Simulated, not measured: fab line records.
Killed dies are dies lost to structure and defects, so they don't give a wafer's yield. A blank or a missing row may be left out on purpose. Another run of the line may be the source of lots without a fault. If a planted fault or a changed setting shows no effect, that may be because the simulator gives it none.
Which tool did it? ; flow rit_cmos ; Sampling: 15 lots, 45 wafers, 2 of 202 route steps

WHAT THE GAUGES READ, wafer by wafer
RIT_GATE_CD_MEAS_90: the cd target is 150 nm.
lot;measured;on;cd_nm (nm)
L861;day 3 01:49;cd_sem-01;147.7 146.4 149.8
L862;day 3 07:40;cd_sem-02;150.4 153.1 150.2
L864;day 3 16:46;cd_sem-01;149.7 149.2 152.8
L865;day 3 19:43;cd_sem-02;147.3 145.5 147.3
L866;day 4 04:20;cd_sem-01;150.9 151.7 153.7
L872;day 5 06:10;cd_sem-01;151.5 150.8 151.5
L873;day 5 12:11;cd_sem-02;152.4 150.4 151.1
L874;day 5 15:05;cd_sem-01;- - -
L875;day 5 22:12;cd_sem-02;- - -
L876;day 6 01:44;cd_sem-02;- - -
L877;day 6 06:49;cd_sem-01;150.8 148.3 149.1
L878;day 6 13:46;cd_sem-01;145.8 148.2 145.3
L879;day 6 17:28;cd_sem-01;150.4 150.3 150.4
L880;day 6 23:32;cd_sem-01;153.1 150.3 151.0
L882;day 7 12:44;cd_sem-02;154.6 155.1 153.2

TOOL THAT RAN EACH LOT (tool first, then ch and the chambers of the sampled wafers, then the start)
lot;RIT_GATE_ETCH_19
L861;rie_si-02 ch 1,3, day 3 01:31
L862;rie_si-01 ch 1,2,3, day 3 07:22
L864;rie_si-01 ch 1,2,3, day 3 16:28
L865;rie_si-02 ch 0,2, day 3 19:26
L866;rie_si-01 ch 0,1,3, day 4 04:04
L872;rie_si-01 ch 1,2, day 5 05:50
L873;rie_si-02 ch 0,1,3, day 5 11:50
L874;rie_si-01 ch 0,1,3, day 5 14:47
L875;rie_si-02 ch 1,2, day 5 21:54
L876;rie_si-01 ch 1,3, day 6 01:26
L877;rie_si-02 ch 0,1, day 6 06:30
L878;rie_si-01 ch 0,2, day 6 13:29
L879;rie_si-02 ch 0,1, day 6 17:08
L880;rie_si-01 ch 0,2,3, day 6 23:13
L882;rie_si-01 ch 0,1,3, day 7 12:25
- RIT_GATE_ETCH_19: etches poly-Si in SF6/CHF3/O2, stops on SiO2, time 165 s, target depth 312.5 nm.

WHAT THE TOOLS THEMSELVES READ (means of the sampled wafers that have a number; where no wafer has one, the mark that the record gives instead)
RIT_GATE_ETCH_19.
lot;tool;CHF3_flow_sccm (sccm);O2_flow_sccm (sccm);drypump_motor_current_A (A);oes_product_au (a.u.);throttle_valve_pct (%)
L861;rie_si-02;30.07;4.996;6.1;0.858;10.26
L862;rie_si-01;29.92;4.987;5.8;0.856;10.19
L864;rie_si-01;29.95;4.981;5.8;0.854;10.20
L865;rie_si-02;29.91;4.986;5.8;0.858;10.24
L866;rie_si-01;29.94;4.993;5.6;0.873;10.28
L872;rie_si-01;30.04;5.022;5.7;0.855;10.02
L873;rie_si-02;29.97;5.009;6.2;0.840;10.18
L874;rie_si-01;-;-;-;-;-
L875;rie_si-02;-;-;-;-;-
L876;rie_si-01;-;-;-;-;-
L877;rie_si-02;30.10;5.004;6.0;0.845;10.19
L878;rie_si-01;29.98;4.993;5.4;0.851;10.15
L879;rie_si-02;30.01;4.999;6.0;0.846;10.18
L880;rie_si-01;29.97;5.000;5.7;0.855;10.24
L882;rie_si-01;30.03;5.006;5.6;0.872;10.28

THE ANSWER, worked out from the rows above alone
Rule: usual is defined by the lots themselves. The widest of any qualifying gaps counts: lots, ordered by their means at a reading, are off when they make up no more than a third of the lots, leave a main group of 4 or more, and stand apart from it by 3 or more times the standard deviation of that group's means. A main group is skipped when, at the precision printed for the reading in the tables above, its means are all equal. A lot without any number at a reading at which 4 lots or more have one is off too. All remaining lots with rows at the step are treated as sound. Order of review: gauges by route order, followed by the tools' own readings, for which a lot's mean as printed above is used. At the first step where some lot is off, the reading lying furthest off is the one used; lots without a number count as furthest.
Off: L874, L875, L876 (RIT_GATE_CD_MEAS_90, cd_nm). Without a number there: L874, L875, L876. The main group: mean 150.3 nm, standard deviation 2.2.
A tool fits if, at a process step before that reading, it ran every lot that is off, and no sound lot after the first of them. The gauges at RIT_GATE_CD_MEAS_90 aren't tried: what is off there is off at RIT_GATE_ETCH_19 too, on other tools, and a gauge's error can't cause that. Of those tried, none fits.

WHAT THE SIMULATOR PUT IN
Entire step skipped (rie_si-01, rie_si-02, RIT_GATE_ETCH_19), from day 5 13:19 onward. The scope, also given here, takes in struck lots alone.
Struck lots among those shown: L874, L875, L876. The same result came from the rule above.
